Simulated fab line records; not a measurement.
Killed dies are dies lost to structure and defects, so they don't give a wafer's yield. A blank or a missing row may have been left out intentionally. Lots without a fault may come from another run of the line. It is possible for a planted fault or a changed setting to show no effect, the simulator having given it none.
Which tool did it? :: flow berkeleyCmos170 :: 15 lots, 45 wafers sampled, at 3 steps of a route of 331

== WHAT EACH GAUGE READ, for each wafer ==
UCB170_NVT_TW_MEAS_09.
lot: L770
measured: day 5 10:19
on: filmMetro-03
NVT_TW: 528 529 530

lot: L771
measured: day 5 10:25
on: filmMetro-01
NVT_TW: 527 531 529

lot: L774
measured: day 6 00:21
on: filmMetro-01
NVT_TW: 522 523 525

lot: L775
measured: day 6 13:08
on: filmMetro-03
NVT_TW: 528 526 525

lot: L777
measured: day 7 02:27
on: filmMetro-03
NVT_TW: 530 527 527

lot: L780
measured: day 7 12:03
on: filmMetro-02
NVT_TW: 517 515 519

lot: L781
measured: day 7 23:29
on: filmMetro-03
NVT_TW: 528 532 526

lot: L782
measured: day 7 23:45
on: filmMetro-01
NVT_TW: 524 525 525

lot: L783
measured: day 8 08:11
on: filmMetro-01
NVT_TW: 526 526 523

lot: L784
measured: day 8 08:29
on: filmMetro-03
NVT_TW: 524 523 525

lot: L785
measured: day 8 08:32
on: filmMetro-01
NVT_TW: 526 526 527

lot: L790
measured: day 9 17:04
on: filmMetro-03
NVT_TW: 528 532 524

lot: L792
measured: day 9 23:55
on: filmMetro-02
NVT_TW: 513 511 514

lot: L791
measured: day 10 00:08
on: filmMetro-03
NVT_TW: 526 525 528

lot: L793
measured: day 10 17:10
on: filmMetro-02
NVT_TW: 519 519 520

UCB170_PVT_TW_MEAS_09.
lot: L770
measured: day 5 12:11
on: filmMetro-02
PVT_TW: 497 499 497

lot: L771
measured: day 5 12:42
on: filmMetro-02
PVT_TW: 500 501 500

lot: L774
measured: day 6 02:13
on: filmMetro-02
PVT_TW: 499 498 500

lot: L775
measured: day 6 15:51
on: filmMetro-04
PVT_TW: 507 506 508

lot: L777
measured: day 7 03:56
on: filmMetro-04
PVT_TW: 504 505 504

lot: L780
measured: day 7 14:37
on: filmMetro-03
PVT_TW: 513 514 509

lot: L781
measured: day 8 03:22
on: filmMetro-04
PVT_TW: 505 509 512

lot: L782
measured: day 8 03:24
on: filmMetro-03
PVT_TW: 510 508 510

lot: L783
measured: day 8 10:41
on: filmMetro-03
PVT_TW: 508 506 508

lot: L784
measured: day 8 10:56
on: filmMetro-02
PVT_TW: 496 497 499

lot: L785
measured: day 8 11:10
on: filmMetro-03
PVT_TW: 504 508 505

lot: L790
measured: day 9 19:26
on: filmMetro-04
PVT_TW: 503 505 505

lot: L792
measured: day 10 01:18
on: filmMetro-03
PVT_TW: 508 509 507

lot: L791
measured: day 10 01:29
on: filmMetro-02
PVT_TW: 501 501 501

lot: L793
measured: day 10 18:52
on: filmMetro-03
PVT_TW: 508 503 505

UCB170_PLDD_CD_MEAS_06 targets a cd of 1200 nm.
lot: L770
measured: day 6 00:56
on: cdSem-02
cdNm (nm): 1200.3 1202.4 1200.1

lot: L771
measured: day 6 01:56
on: cdSem-02
cdNm (nm): 1201.2 1199.8 1200.7

lot: L774
measured: day 6 16:28
on: cdSem-02
cdNm (nm): 1200.7 1200.4 1200.4

lot: L775
measured: day 7 06:10
on: cdSem-01
cdNm (nm): 1199.9 1199.7 1200.4

lot: L777
measured: day 7 17:20
on: cdSem-02
cdNm (nm): 1199.4 1198.3 1197.6

lot: L780
measured: day 8 08:13
on: cdSem-01
cdNm (nm): 1201.8 1203.0 1201.4

lot: L781
measured: day 8 16:20
on: cdSem-02
cdNm (nm): 1199.2 1199.9 1199.9

lot: L782
measured: day 8 16:46
on: cdSem-01
cdNm (nm): 1198.7 1200.4 1199.3

lot: L783
measured: day 9 00:19
on: cdSem-01
cdNm (nm): 1199.1 1198.6 1198.7

lot: L784
measured: day 9 00:08
on: cdSem-02
cdNm (nm): 1198.3 1199.0 1197.5

lot: L785
measured: day 8 23:46
on: cdSem-01
cdNm (nm): 1201.7 1202.5 1202.3

lot: L790
measured: day 10 11:02
on: cdSem-02
cdNm (nm): 1200.7 1201.2 1202.3

lot: L792
measured: day 10 20:39
on: cdSem-02
cdNm (nm): 1199.9 1199.4 1200.6

lot: L791
measured: day 10 21:30
on: cdSem-02
cdNm (nm): 1198.0 1198.7 1198.3

lot: L793
measured: day 11 12:02
on: cdSem-02
cdNm (nm): 1200.8 1201.2 1201.1

== WHICH TOOL RAN EACH LOT (tool, then ch and the chambers of the sampled wafers, then the start) ==
There is no process step in the record ahead of these readings.

== WHAT THE TOOLS THEMSELVES READ (means of the sampled wafers that have a number; where no wafer has one, the mark that the record gives instead) ==
The record holds no such reading with a usual standard deviation.

== THE ANSWER, worked out from the rows above alone ==
Rule: usual is defined by the lots themselves. Put in order of their means at a reading, lots are off if they are a third of the lots or fewer, leave a main group of 4 or more, and stand apart from it by a gap of 3 or more times the standard deviation of the main group's means; of several such gaps the widest counts. A main group whose means are all the same, to the digits that the tables above print for the reading, isn't used. Also off: a lot with no number at a reading for which 4 or more lots have one. Where the step has rows for the other lots, those lots are counted as sound. After the gauges, taken in route order, come the tools' own readings; for these a lot's mean is taken, as printed above. At the first step where some lot is off, the reading lying furthest off is the one used; lots without a number count as furthest.
None of the lots is off at any reading shown; this tells nothing.

== WHAT HAD BEEN PUT IN BY THE SIMULATOR ==
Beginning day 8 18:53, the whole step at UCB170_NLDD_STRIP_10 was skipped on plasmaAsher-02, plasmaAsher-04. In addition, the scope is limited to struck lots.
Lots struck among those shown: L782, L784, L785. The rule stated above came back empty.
